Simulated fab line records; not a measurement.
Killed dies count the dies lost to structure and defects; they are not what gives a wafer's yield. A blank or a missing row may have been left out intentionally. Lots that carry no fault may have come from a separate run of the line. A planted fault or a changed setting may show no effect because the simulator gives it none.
Which tool is to blame? | flow berkeley_cmos170 | 14 lots with 42 wafers sampled at 2 steps, on a route of 331 steps

== WHAT EACH GAUGE READ, for each wafer ==
UCB170_V1_CD_MEAS_12: the cd target is 700 nm. Usual: 699.7 nm for cd_nm, sd 1.4.
lot  | measured     | on        | cd_nm (nm)                          | flag
L975 | day 8 10:07  | cd_sem-02 | 700.0 698.1 699.2                   |
L978 | day 8 18:22  | cd_sem-02 | 698.4 698.7 698.4                   |
L976 | day 8 22:29  | cd_sem-02 | 701.8 700.6 701.2                   |
L977 | day 8 23:22  | cd_sem-01 | 699.4 698.7 699.1                   |
L982 | day 9 22:06  | cd_sem-01 | 714.2 713.9 713.2 714.3 713.8 712.7 | OFF
L980 | day 9 22:07  | cd_sem-02 | 698.0 700.1 698.9                   |
L984 | day 10 14:07 | cd_sem-02 | 711.0 711.3 712.0 711.2 711.8 711.8 | OFF
L988 | day 11 09:16 | cd_sem-01 | 696.7 697.9 696.8                   |
L997 | day 12 23:01 | cd_sem-02 | 700.3 700.3 700.2                   |
L993 | day 12 23:49 | cd_sem-01 | 702.5 701.2 700.6                   |
L995 | day 13 02:26 | cd_sem-01 | 701.9 700.6 700.6                   |
L994 | day 13 03:59 | cd_sem-01 | 700.3 701.5 699.4                   |
L996 | day 13 04:14 | cd_sem-01 | 698.2 701.1 699.9                   |
L998 | day 13 11:23 | cd_sem-01 | 699.3 699.5 699.3                   |

== TOOL THAT RAN EACH LOT (tool first, then ch and the chambers of the sampled wafers, then the start) ==
lot  | UCB170_V1_PEB_10
L975 | litho_track-04 ch 0, day 8 09:51
L978 | litho_track-04 ch 0, day 8 18:06
L976 | litho_track-01 ch 0, day 8 22:13
L977 | litho_track-04 ch 0, day 8 23:05
L982 | litho_track-04 ch 0, day 9 21:50
L980 | litho_track-03 ch 0, day 9 21:51
L984 | litho_track-04 ch 0, day 10 13:51
L988 | litho_track-01 ch 0, day 11 09:00
L997 | litho_track-04 ch 0, day 12 22:44
L993 | litho_track-03 ch 0, day 12 23:32
L995 | litho_track-03 ch 0, day 13 02:10
L994 | litho_track-04 ch 0, day 13 03:43
L996 | litho_track-04 ch 0, day 13 03:58
L998 | litho_track-03 ch 0, day 13 11:00
- UCB170_V1_PEB_10

== AS READ BY THE TOOLS THEMSELVES (means over the sampled wafers that have a number; for cases with no such wafer, the mark the record gives instead) ==
UCB170_V1_PEB_10. Usual: heater_power_total_W 56.80 W, standard deviation 0.047; plate_temp_C 130.01 C, standard deviation 0.14.
lot  | tool           | heater_power_total_W (W) | plate_temp_C (C) | flag
L975 | litho_track-04 | 56.77                    | 129.90           |
L978 | litho_track-04 | 56.83                    | 129.84           |
L976 | litho_track-01 | 56.80                    | 130.13           |
L977 | litho_track-04 | 56.84                    | 130.02           |
L982 | litho_track-04 | 58.08                    | 132.22           | OFF
L980 | litho_track-03 | 56.75                    | 130.17           |
L984 | litho_track-04 | 58.02                    | 132.24           | OFF
L988 | litho_track-01 | 56.79                    | 130.10           |
L997 | litho_track-04 | 56.81                    | 130.11           |
L993 | litho_track-03 | 56.80                    | 130.01           |
L995 | litho_track-03 | 56.82                    | 130.03           |
L994 | litho_track-04 | 56.80                    | 129.92           |
L996 | litho_track-04 | 56.81                    | 130.02           |
L998 | litho_track-03 | 56.77                    | 130.05           |

== THE ANSWER, worked out from the rows above alone ==
Rule: take the mean of a lot's wafers that have a number; if it is more than 3 standard deviations from the usual mean, the lot is off. A lot without any number at a reading at which 4 lots or more have one is off too. The other lots that the step has rows for count as sound. After the gauges, taken in route order, come the tools' own readings; for these a lot's mean is taken, as printed above. The first step at which some lot is off is used, and at that step the reading that is off furthest; a lot without a number counts as furthest.
Off: L982, L984, at UCB170_V1_CD_MEAS_12 (cd_nm).
A tool fits if, at a process step before that reading, it ran every lot that is off, and no sound lot after the first of them. Not tried: the gauges at UCB170_V1_CD_MEAS_12; whatever is off there is also off at UCB170_V1_PEB_10, on other tools, and gauge error can't account for it. None of those tried fits.

== WHAT HAD BEEN PUT IN BY THE SIMULATOR ==
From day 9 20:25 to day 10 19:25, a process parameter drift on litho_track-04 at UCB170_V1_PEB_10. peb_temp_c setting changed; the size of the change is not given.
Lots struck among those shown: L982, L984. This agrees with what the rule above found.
